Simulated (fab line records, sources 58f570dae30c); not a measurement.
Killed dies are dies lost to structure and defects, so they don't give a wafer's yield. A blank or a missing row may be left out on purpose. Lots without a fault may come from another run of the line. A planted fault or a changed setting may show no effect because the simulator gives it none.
Split-lot experiment | flow berkeley_cmos170 | 5 lots, 23 wafers read, on a route of 331 steps

THE SPLIT
At UCB170_V1_EXPOSE_09 (exposes mask VIA1, target cd 700 nm), the setting dose_mj was moved away from the recipe's 37 on 7 of the 23 wafers read, by +4.4% to +7.1%. The other wafers ran this setting at the recipe's value.

FROM THE SPLIT TO THE READING: what the file shows between them, 5 steps
- UCB170_V1_PEB_10
- UCB170_V1_DEVELOP_11: develop time 45 s
- UCB170_V1_CD_MEAS_12: target cd 700 nm
- UCB170_V1_ETCH_14: etches SiO2 in CHF3/CF4/Ar, stops on Al, target depth 1250 nm, time 291 s
- UCB170_V1_STRIP_15: strips in O2

THE READING
cd_nm, in nm, at UCB170_V1_CD_MEAS_90 (target cd 700 nm). Fault-free wafers of this fab line usually give 700.4 nm, standard deviation 1.3 nm.

wafer  | tool, chamber at the split | dose_mj as run | against the recipe | cd_nm, nm | against lot-mates on the recipe
L075.1 | krf_scanner-02, 0          | 38.61          | +4.4%              | 706.5     | +6.4
L075.3 | krf_scanner-02, 0          | 37             | recipe             | 700.3     | -
L075.4 | krf_scanner-02, 0          | 37             | recipe             | 699.7     | -
L075.5 | krf_scanner-02, 0          | 37             | recipe             | 700.2     | -
L075.6 | krf_scanner-02, 0          | 38.61          | +4.4%              | 706.6     | +6.5
L076.2 | krf_scanner-01, 0          | 38.89          | +5.1%              | 709.2     | +8.1
L076.3 | krf_scanner-01, 0          | 37             | recipe             | 700.9     | -
L076.4 | krf_scanner-01, 0          | 38.89          | +5.1%              | 709.5     | +8.4
L076.5 | krf_scanner-01, 0          | 37             | recipe             | 701.8     | -
L076.6 | krf_scanner-01, 0          | 37             | recipe             | 700.6     | -
L082.2 | krf_scanner-01, 0          | 37             | recipe             | 701.3     | -
L082.4 | krf_scanner-01, 0          | 37             | recipe             | 702.6     | -
L082.5 | krf_scanner-01, 0          | 37             | recipe             | 699.7     | -
L083.1 | krf_scanner-02, 0          | 37             | recipe             | 698.5     | -
L083.2 | krf_scanner-02, 0          | 37             | recipe             | 700.7     | -
L083.3 | krf_scanner-02, 0          | 37             | recipe             | 700.3     | -
L083.4 | krf_scanner-02, 0          | 37             | recipe             | 699.9     | -
L083.6 | krf_scanner-02, 0          | 37             | recipe             | 699.9     | -
L084.2 | krf_scanner-02, 0          | 39.63          | +7.1%              | 713.3     | +13.8
L084.3 | krf_scanner-02, 0          | 37             | recipe             | 699.3     | -
L084.4 | krf_scanner-02, 0          | 39.63          | +7.1%              | 712.5     | +13.0
L084.5 | krf_scanner-02, 0          | 37             | recipe             | 699.8     | -
L084.6 | krf_scanner-02, 0          | 39.63          | +7.1%              | 712.2     | +12.7

THE FIT
A straight line over all 23 wafers: cd_nm changes by +1.7 nm for each +1% of dose_mj; r = +0.98; the points scatter about the line by 0.94 nm.
The same after taking each lot's own level away (the mean of its wafers on the recipe; 23 wafers): +1.75 nm for each +1%; r = +0.99; scatter 0.8 nm.
On that fit, the largest move of dose_mj shifts the reading by 12 nm.
The lots' own levels span 699.55 to 701.20 nm, that is 1.3 times the standard deviation above.
So the lot-to-lot level changes the slope little: the two slopes agree.
Check: with one of the wafers moved furthest among these (+7.1%) left out of the fit, the line predicts +12 nm for it against its lot-mates. It came out at +13.8 nm against them.

OTHER SPLITS ON THESE WAFERS
These wafers also went through other splits before the reading. Each is held against what the fit with the lots' levels taken away leaves over:
other split on the same wafers   | wafers away from the commonest value | r with cd_nm (lot level and that fit taken away)
UCB170_NSD_IMPLANT_08 energy_kev | 8                                    | -0.03
UCB170_M1_COAT_04 resist_thk_nm  | 8                                    | +0.20
UCB170_M1_ETCH_11 bias_w         | 7                                    | +0.38

THE WHOLE CHAIN: every reading that the file lists as answering this split, in the file's order
step                 | what it does                                                              | reading                                                   | change (the file's fit)              | r (the file's)
UCB170_V1_CD_MEAS_12 | target cd 700 nm                                                          | cd_nm                                                     | +1.71 nm for each +1% of the setting | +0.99
UCB170_V1_ETCH_14    | etches SiO2 in CHF3/CF4/Ar, stops on Al, target depth 1250 nm, time 291 s | V1.cd_nm (the simulator's own value, which no gauge read) | +1.72 nm for each +1% of the setting | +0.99
UCB170_V1_CD_MEAS_90 | target cd 700 nm                                                          | cd_nm                                                     | +1.72 nm for each +1% of the setting | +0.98

THE FILE'S OWN FIT
cd_nm changes by +1.72 nm for each +1% of dose_mj, r = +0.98.
